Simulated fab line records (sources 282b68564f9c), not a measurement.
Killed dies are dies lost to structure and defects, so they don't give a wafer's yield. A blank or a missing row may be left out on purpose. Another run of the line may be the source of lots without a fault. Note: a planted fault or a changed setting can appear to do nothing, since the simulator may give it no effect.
fab line records	flow rit_cmos
record lots=14	wafers=42	last_day=8
route steps=202 shown SILICIDE@165 M1@202
lots untouched by any fault: they come from a run of this same line in which no faults occurred
start_h: start of the lot's first displayed wafer, in hours after the record's first day	wait_h: how many hours have passed since the lot's step before this one	" unchanged from the row above	L1.1+2: a single row standing in for several wafers	- value missing, or start not given	* or withheld: withheld	< > ~ a bound
route shown NAME@n: a module of which the file shows steps, and the number in the route of the first	usual: mean/standard deviation of fault-free wafers	same: alike in all rows	chamber/n: place in a boat	sites: per-site readings	_std_site: their standard deviation	_edge_site: the outer-site mean with the inner-site mean subtracted	radius_mm: how far each site lies from the wafer's centre	mask NAME#n: copy n	behind: the most recent tool/chamber to have shaped the wafer	hold: reason for holding the lot/hours on hold/outcome of the hold	device: the n, p or np transistor that did not switch	end of line: tests run on the same wafers once the route is complete	a step given without rows: its recipe and nothing more	killed: dies lost to structure and defects at the first sort, not the wafer's yield	map: dies across one wafer; x = killed, . = not, _ = none there
set.NAME: the setting that was run; set.NAME@STEP: the one run at that earlier step	model.NAME: the simulator's own value behind a step, which no gauge read
steps of the route over a sample of lots; a table a step, a row a wafer
services: a tool's chamber out of use, with start hour (start_h, from the record's first day; less than 0 if before it), hours out, and reason
## steps
# step RIT_SILICIDE_RTA_04
# recipe temp_c=650	time_s=10	idle_temp_c=25	ramp_up_s=5	ramp_down_s=5	cool_to_c=25	ambient=N2
# usual wafer_temp_C_max=653.6/0.72
lot.wafer	tool	chamber	start_h	wait_h	wafer_temp_C_max
L537.1	rtp_anneal-01	0	57.77	0.1	654.0
L537.5	"	0	"	"	653.1
L537.6	"	0	"	"	653.2
L538.4	rtp_anneal-01	0	69.67	0.1	653.7
L538.5	"	0	"	"	653.3
L538.6	"	0	"	"	653.9
L540.1	rtp_anneal-02	0	79.11	0.1	655.9
L540.2	"	0	"	"	653.8
L540.5	"	0	"	"	653.5
L541.2	rtp_anneal-01	0	83.97	0.1	654.0
L541.4	"	0	"	"	652.5
L541.6	"	0	"	"	653.8
L542.1	rtp_anneal-02	0	88.84	0.1	654.3
L542.3	"	0	"	"	654.2
L542.4	"	0	"	"	652.5
L543.3	rtp_anneal-01	0	94.19	0.1	653.0
L543.4	"	0	"	"	651.9
L543.5	"	0	"	"	652.3
L544.1	rtp_anneal-02	0	98.40	0.1	653.3
L544.3	"	0	"	"	653.2
L544.4	"	0	"	"	653.5
L546.2	rtp_anneal-02	0	108.48	0.1	653.8
L546.4	"	0	"	"	653.4
L546.5	"	0	"	"	654.6
L547.3	rtp_anneal-01	0	112.55	0.1	653.8
L547.4	"	0	"	"	653.1
L547.5	"	0	"	"	654.3
L551.1	rtp_anneal-01	0	126.12	0.1	653.3
L551.4	"	0	"	"	655.3
L551.6	"	0	"	"	653.7
L552.4	rtp_anneal-02	0	134.20	0.1	657.1
L552.5	"	0	"	"	658.2
L552.6	"	0	"	"	656.6
L554.1	rtp_anneal-02	0	143.23	0.1	657.2
L554.2	"	0	"	"	657.8
L554.6	"	0	"	"	658.8
L557.1	rtp_anneal-01	0	156.83	0.1	654.3
L557.3	"	0	"	"	653.9
L557.6	"	0	"	"	653.3
L559.1	rtp_anneal-01	0	174.20	0.1	653.8
L559.2	"	0	"	"	654.7
L559.4	"	0	"	"	653.1
# step RIT_M1_PROBE_99
# usual killed_at_M0_to_M3=0.0/0.12	killed_at_contacts=0.0/0.16	killed_at_front_end=7.5/2.8	killed_dies=7.6/2.9	killed_open=3.7/2	killed_short=3.8/2
# same gross_dies=264	killed_at_M4_up=0	killed_at_back_side=0	killed_at_other=0
lot.wafer	tool	chamber	start_h	wait_h	killed_at_M0_to_M3	killed_at_contacts	killed_at_front_end	killed_dies	killed_open	killed_short
L554.1	prober-01	-	149.93	0.1	0	0	7	7	4	3
L554.2	prober-01	-	149.98	0.1	0	0	7	7	3	4
L554.6	prober-01	-	150.18	0.2	0	0	11	11	6	5
# killed by level:class
L554.1 REOX:geometric_particle:open=3 GATE:geometric_particle:short=2 FOX1:geometric_particle:short=1 GATE:geometric_particle:open=1
L554.2 GATE:geometric_particle:open=1 GATE:geometric_particle:short=1 REOX:geometric_particle:short=1 REOX:geometric_particle:open=1 SPACER:geometric_particle:short=1 SILICIDE:geometric_particle:short=1 SILICIDE:geometric_particle:open=1
L554.6 GATE:geometric_particle:open=4 GATE:geometric_particle:short=2 SILICIDE:geometric_particle:short=2 REOX:geometric_particle:open=1 SPACER:geometric_particle:short=1 SILICIDE:geometric_particle:open=1
## services
tool	chamber	start_h	hours	kind
rtp_anneal-02	-	147.55	5.6	pm
## key
first_sign step=RIT_SILICIDE_RTA_04	reading=wafer_temp_C_max	direction=up	sigmas=5.6	usual=*	struck=*
effect none on later readings
met_at RIT_SILICIDE_RTA_04
struck_lots L552,L554
tester_left_out L552,L554
onset_between 108.48 134.20
fault kind=process_parameter_drift	tool=rtp_anneal-02	chamber=-	onset_h=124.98	steps=RIT_SILICIDE_RTA_04	channel=temp_c	offset=*	shape=step	end_h=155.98	acts_in=*	stated=*
# tester_left_out: of these lots the tester's yield and bins aren't shown, on N5 and GAA mostly nor the transistor test; their killed dies are dies lost to structure and defects alone, not to doping, threshold or leakage, so they don't give the yield
